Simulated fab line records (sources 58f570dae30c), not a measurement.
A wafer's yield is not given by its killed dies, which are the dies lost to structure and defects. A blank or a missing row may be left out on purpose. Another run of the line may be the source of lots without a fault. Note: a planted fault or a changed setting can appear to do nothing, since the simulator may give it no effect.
A struck lot beside a sound one / flow berkeley_cmos170 / 18 steps out of a route of 331
Sound: these wafers, L914.3, L914.4, L914.6. Wafers L919.2, L919.3, L919.5 were the ones struck. The cause is named last.
Order at every step that has rows: each side's tool, ch and its chambers, its first start. Under that, the readings that differ: sound wafers / struck wafers / difference of the means / sigmas: that difference in standard deviations of wafers without a fault.
alike: same words and numbers on both sides, and readings whose means sit less than 2 such deviations apart. not compared: any withheld reading, any reading some wafer has no value for, any bound like >300 that may hide the same value, and any number with overlapping values for which the record gives no deviation.
Wherever a step has rows on one side only, a row that says differs or no value, or a row with sigmas, the two part there. Numbers that have no deviation but don't overlap get no sigmas and don't part them. Lack of a reading on every wafer of one side parts them only where that side has two or more wafers.

UCB170_NSD_CD_MEAS_06 targets a cd of 1200 nm.
  sound: cd_sem-02 at day 8 16:58; struck: cd_sem-02 at day 9 14:29
  alike: cd_nm
UCB170_NSD_OVL_MEAS_07:
  sound: overlay-02 at day 8 17:03; struck: overlay-02 at day 9 14:35
  alike: NSD_OVL
after that, 1 step had no rows for these wafers: UCB170_NSD_IMPLANT_08.
UCB170_NSD_STRIP_09: strips in O2.
  sound on plasma_asher-01 ch 0,1, day 8 17:16; struck on plasma_asher-04 ch 0,1, day 9 14:46
  alike: drypump_motor_current_A, oes_product_au, strip_time_to_endpoint_s
  not compared: rf_hours_counter_h
UCB170_NSD_TW_MEAS_10:
  sound: film_metro-03 at day 8 17:21; struck: film_metro-04 at day 9 14:53
  alike: NSD_TW
then, 4 steps without rows for these wafers: UCB170_NSD_CLEAN_11 (cleans in SPM, time 600 s); UCB170_BACKSIDE_HMDS_00 (prime time 60 s); UCB170_BACKSIDE_COAT_01 (resist thk 900 nm); UCB170_BACKSIDE_SOFTBAKE_02 (time 60 s).
UCB170_BACKSIDE_STRIP_03: strips in O2.
  sound on plasma_asher-04 ch 0,1, day 8 18:07; struck on plasma_asher-02 ch 0,1, day 9 16:55
  alike: drypump_motor_current_A, oes_product_au, strip_time_to_endpoint_s
  not compared: rf_hours_counter_h
then, 1 step without rows for these wafers: UCB170_BACKSIDE_CLEAN_04 (cleans in SPM, time 600 s).
UCB170_SDANNEAL_RTA_00: time 10 s.
  sound on rtp_anneal-02 ch 0, day 8 18:23; struck on rtp_anneal-01 ch 0, day 9 17:12
reading=lamp_power_pct (%); sound=23.1 23.1 23.1; struck=25.4 25.4 25.4; difference=+2.3; sigmas=+2
  alike: chamber_o2_ppm, wafer_temp_C_max
UCB170_SDANNEAL_RTA_01: time 5 s.
  sound on rtp_anneal-02 ch 0, day 8 18:26; struck on rtp_anneal-01 ch 0, day 9 17:16
reading=lamp_power_pct (%); sound=35.7 35.7 35.7; struck=39.2 39.2 39.2; difference=+3.5; sigmas=+2
  alike: chamber_o2_ppm, wafer_temp_C_max
UCB170_SDANNEAL_RS_MEAS_02: the measuring method here is four-point-probe.
  sound: film_metro-04 at day 8 18:31; struck: film_metro-01 at day 9 17:20
reading=PSD_RS (ohm/sq); sound=75.37 75.41 75.25; struck=69.92 69.61 69.86; difference=-5.55; sigmas=-22
UCB170_SDANNEAL_RS_MEAS_03: the measuring method here is four-point-probe.
  sound: film_metro-04 at day 8 18:38; struck: film_metro-01 at day 9 17:27
reading=NSD_RS (ohm/sq); sound=37.28 37.26 37.32; struck=35.83 35.89 35.86; difference=-1.43; sigmas=-17
UCB170_SDANNEAL_RS_MEAS_04: the measuring method here is four-point-probe.
  sound: film_metro-04 at day 8 18:46; struck: film_metro-01 at day 9 17:34
reading=PLDD_RS (ohm/sq); sound=1032.0 1030.2 1032.2; struck=1020.3 1020.6 1019.5; difference=-11.3; sigmas=-4
UCB170_SDANNEAL_RS_MEAS_05: the measuring method here is four-point-probe.
  sound: film_metro-04 at day 8 18:53; struck: film_metro-01 at day 9 17:41
  alike: NLDD_RS
UCB170_M3_PROBE_99:
  sound: prober-01 at day 9 20:43; struck: prober-01 at day 10 17:35
reading=model.etest.contact_ppoly.end_ohm_um; sound=234.2 235.7 224.4; struck=221.4 217 214.6; difference=-13.8; sigmas=
reading=model.etest.vpnp.gain; sound=10.97 10.99 11; struck=12.01 12.07 12.06; difference=+1.06; sigmas=

WHERE THEY PART
Last at UCB170_SDANNEAL_RS_MEAS_04 as far as this record goes, first at UCB170_SDANNEAL_RTA_00. Later steps at which nothing parts them and some readings are alike: UCB170_SDANNEAL_RS_MEAS_05.

WHY: what the simulator had put in
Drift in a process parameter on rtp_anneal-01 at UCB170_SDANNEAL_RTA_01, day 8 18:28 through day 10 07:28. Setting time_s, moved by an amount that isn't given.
